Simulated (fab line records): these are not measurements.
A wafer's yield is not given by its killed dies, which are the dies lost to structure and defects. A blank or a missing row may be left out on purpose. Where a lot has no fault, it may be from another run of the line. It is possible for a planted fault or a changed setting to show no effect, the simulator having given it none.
Which tool was responsible? | flow berkeley-cmos170 | 16 lots, 48 wafers sampled, at 5 steps of a route of 331

## WHAT THE GAUGES READ, wafer by wafer
UCB170_FIELD_THK_MEAS_90. Usual: FIELD_OXIDE_LEFT_1_THK typically reads 441 nm, with standard deviation 10.
lot  | measured    | on            | FIELD_OXIDE_LEFT_1_THK (nm) | flag
L339 | day 5 00:58 | film-metro-04 | 444 430 433                 |
L340 | day 5 18:29 | film-metro-03 | 442 444 435                 |
L341 | day 5 18:29 | film-metro-02 | 428 426 432                 |
L343 | day 6 01:42 | film-metro-02 | 444 443 435                 |
L344 | day 6 13:29 | film-metro-03 | 440 439 437                 |
L345 | day 6 13:29 | film-metro-04 | 419 426 425                 |
L346 | day 6 17:10 | film-metro-04 | 442 450 455                 |
L347 | day 6 17:10 | film-metro-03 | 450 450 456                 |
L348 | day 7 00:27 | film-metro-02 | 435 442 439                 |
L350 | day 7 19:41 | film-metro-02 | 439 435 443                 |
L351 | day 7 19:42 | film-metro-03 | 458 460 459                 |
L353 | day 8 10:37 | film-metro-03 | 452 449 441                 |
L355 | day 8 23:35 | film-metro-02 | 446 442 447                 |
L356 | day 8 23:35 | film-metro-04 | 432 432 440                 |
L358 | day 9 07:41 | film-metro-04 | 433 443 444                 |
L359 | day 9 15:16 | film-metro-04 | 462 451 456                 |

UCB170_PLDD_TW_MEAS_11. Usual: PLDD_TW typically reads 1007, with standard deviation 11.
lot  | measured     | on            | PLDD_TW        | flag
L339 | day 6 16:08  | film-metro-01 | 995 993 1000   |
L340 | day 6 20:27  | film-metro-03 | 1014 1012 1016 |
L341 | day 6 20:10  | film-metro-02 | 1017 1022 1019 |
L343 | day 7 05:21  | film-metro-01 | 997 998 996    |
L344 | day 8 03:50  | film-metro-01 | 997 996 996    |
L345 | day 8 03:35  | film-metro-02 | 1009 1013 1015 |
L346 | day 8 07:07  | film-metro-02 | 1007 1008 1020 |
L347 | day 8 07:16  | film-metro-02 | 1015 1016 1014 |
L348 | day 8 14:05  | film-metro-02 | 1014 1005 1018 |
L350 | day 9 02:27  | film-metro-01 | 995 997 992    |
L351 | day 9 02:31  | film-metro-03 | 1016 1016 1017 |
L353 | day 9 14:10  | film-metro-03 | 1017 1019 1019 |
L355 | day 10 09:21 | film-metro-03 | 1020 1024 1020 |
L356 | day 10 08:53 | film-metro-03 | 1018 1021 1028 |
L358 | day 10 14:41 | film-metro-01 | 990 995 1001   |
L359 | day 10 22:32 | film-metro-03 | 1022 1023 1023 |

UCB170_PSD_TW_MEAS_10. Usual: PSD_TW typically reads 2326, with standard deviation 25.
lot  | measured     | on            | PSD_TW         | flag
L339 | day 7 02:21  | film-metro-01 | 2292 2296 2304 |
L340 | day 7 03:01  | film-metro-03 | 2336 2343 2334 |
L341 | day 7 02:35  | film-metro-02 | 2347 2337 2351 |
L343 | day 7 14:01  | film-metro-03 | 2351 2339 2327 |
L344 | day 8 11:47  | film-metro-03 | 2333 2333 2337 |
L345 | day 8 11:31  | film-metro-03 | 2340 2328 2332 |
L346 | day 8 16:07  | film-metro-02 | 2337 2325 2332 |
L347 | day 8 16:03  | film-metro-01 | 2292 2304 2297 |
L348 | day 8 20:58  | film-metro-01 | 2296 2306 2308 |
L350 | day 9 13:14  | film-metro-01 | 2302 2295 2302 |
L351 | day 9 13:08  | film-metro-01 | 2304 2297 2295 |
L353 | day 9 23:24  | film-metro-03 | 2356 2354 2347 |
L355 | day 10 19:28 | film-metro-03 | 2353 2361 2359 |
L356 | day 10 19:13 | film-metro-01 | 2296 2293 2285 |
L358 | day 11 01:08 | film-metro-03 | 2346 2347 2347 |
L359 | day 11 07:07 | film-metro-03 | 2355 2340 2346 |

UCB170_CONTACT_OVL_MEAS_16. Usual: CONTACT_OVL typically reads 2 nm, with standard deviation 4.8.
lot  | measured     | on         | CONTACT_OVL (nm) | flag
L339 | day 7 10:12  | overlay-02 | 2 6 2            |
L340 | day 7 11:35  | overlay-01 | 8 11 6           |
L341 | day 7 10:40  | overlay-01 | 9 4 6            |
L343 | day 7 22:17  | overlay-01 | -4 -1 2          |
L344 | day 8 20:52  | overlay-02 | 0 -1 7           |
L345 | day 8 20:59  | overlay-01 | 0 1 6            |
L346 | day 9 03:43  | overlay-02 | -4 -5 -7         |
L347 | day 9 03:02  | overlay-01 | -4 2 2           |
L348 | day 9 06:40  | overlay-01 | 1 7 11           |
L350 | day 9 22:01  | overlay-01 | 134 136 135      | OFF
L351 | day 10 02:31 | overlay-02 | 134 130 132      | OFF
L353 | day 10 10:15 | overlay-01 | 130 134 129      | OFF
L355 | day 11 08:53 | overlay-01 | 139 132 139      | OFF
L356 | day 11 08:14 | overlay-02 | 5 1 4            |
L358 | day 11 13:05 | overlay-02 | 0 3 0            |
L359 | day 11 16:05 | overlay-02 | 1 1 0            |

## WHAT TOOL EACH LOT RAN ON (gives the tool, then ch and the chambers of the sampled wafers, and finally the start)
lot  | UCB170_CONTACT_EXPOSE_12
L339 | krf-scanner-02 ch 0, day 7 09:22
L340 | krf-scanner-02 ch 0, day 7 11:05
L341 | krf-scanner-01 ch 0, day 7 10:02
L343 | krf-scanner-02 ch 0, day 7 21:48
L344 | krf-scanner-01 ch 0, day 8 20:22
L345 | krf-scanner-01 ch 0, day 8 20:31
L346 | krf-scanner-02 ch 0, day 9 02:58
L347 | krf-scanner-01 ch 0, day 9 02:32
L348 | krf-scanner-01 ch 0, day 9 06:08
L350 | krf-scanner-02 ch 0, day 9 21:31
L351 | krf-scanner-02 ch 0, day 10 01:46
L353 | krf-scanner-02 ch 0, day 10 09:29
L355 | krf-scanner-02 ch 0, day 11 08:13
L356 | krf-scanner-01 ch 0, day 11 07:44
L358 | krf-scanner-01 ch 0, day 11 12:26
L359 | krf-scanner-01 ch 0, day 11 15:35
- UCB170_CONTACT_EXPOSE_12: exposes mask CONT, target cd 700 nm.

## AS READ BY THE TOOLS THEMSELVES (means over the sampled wafers that have a number; for cases with no such wafer, the mark the record gives instead)
UCB170_CONTACT_EXPOSE_12. Usual: stage-vel-mm-s 499.94 mm/s, standard deviation 0.25.
lot  | tool           | stage-vel-mm-s (mm/s) | flag
L339 | krf-scanner-02 | 499.88                |
L340 | krf-scanner-02 | 500.18                |
L341 | krf-scanner-01 | 499.75                |
L343 | krf-scanner-02 | 499.76                |
L344 | krf-scanner-01 | 499.70                |
L345 | krf-scanner-01 | 500.33                |
L346 | krf-scanner-02 | 499.83                |
L347 | krf-scanner-01 | 499.78                |
L348 | krf-scanner-01 | 499.85                |
L350 | krf-scanner-02 | 499.89                |
L351 | krf-scanner-02 | 500.11                |
L353 | krf-scanner-02 | 499.90                |
L355 | krf-scanner-02 | 500.05                |
L356 | krf-scanner-01 | 500.01                |
L358 | krf-scanner-01 | 499.98                |
L359 | krf-scanner-01 | 499.89                |

## THE ANSWER, worked out from the rows above alone
Rule: a lot is off if the mean of its wafers that have a number lies more than 3 standard deviations from the usual mean. Also off: a lot with no number at a reading for which 4 or more lots have one. The other lots that the step has rows for count as sound. First the gauges in route order, then the tools' own readings, where a lot's mean is used as printed above. The first step at which some lot is off is used, and at that step the reading that is off furthest; a lot without a number counts as furthest.
Off: L350, L351, L353, L355, seen at UCB170_CONTACT_OVL_MEAS_16 (CONTACT_OVL).
If a tool, at a process step before that reading, ran all the lots that are off and no sound lot after the first of them, it fits. Gauges at UCB170_CONTACT_OVL_MEAS_16: tried the same way as those tools. One fits: UCB170_CONTACT_EXPOSE_12 on krf-scanner-02. Its last sound lot is L346 (day 9 02:58), its first lot that is off L350 (day 9 21:31): a fault that began between those two fits.

## WHAT HAD BEEN PUT IN BY THE SIMULATOR
Scanner matching overlay: krf-scanner-02, from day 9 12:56 on, at UCB170_CONTACT_EXPOSE_12. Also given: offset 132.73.
Shown lots that were struck: L350, L351, L353, L355. The rule above found the same.
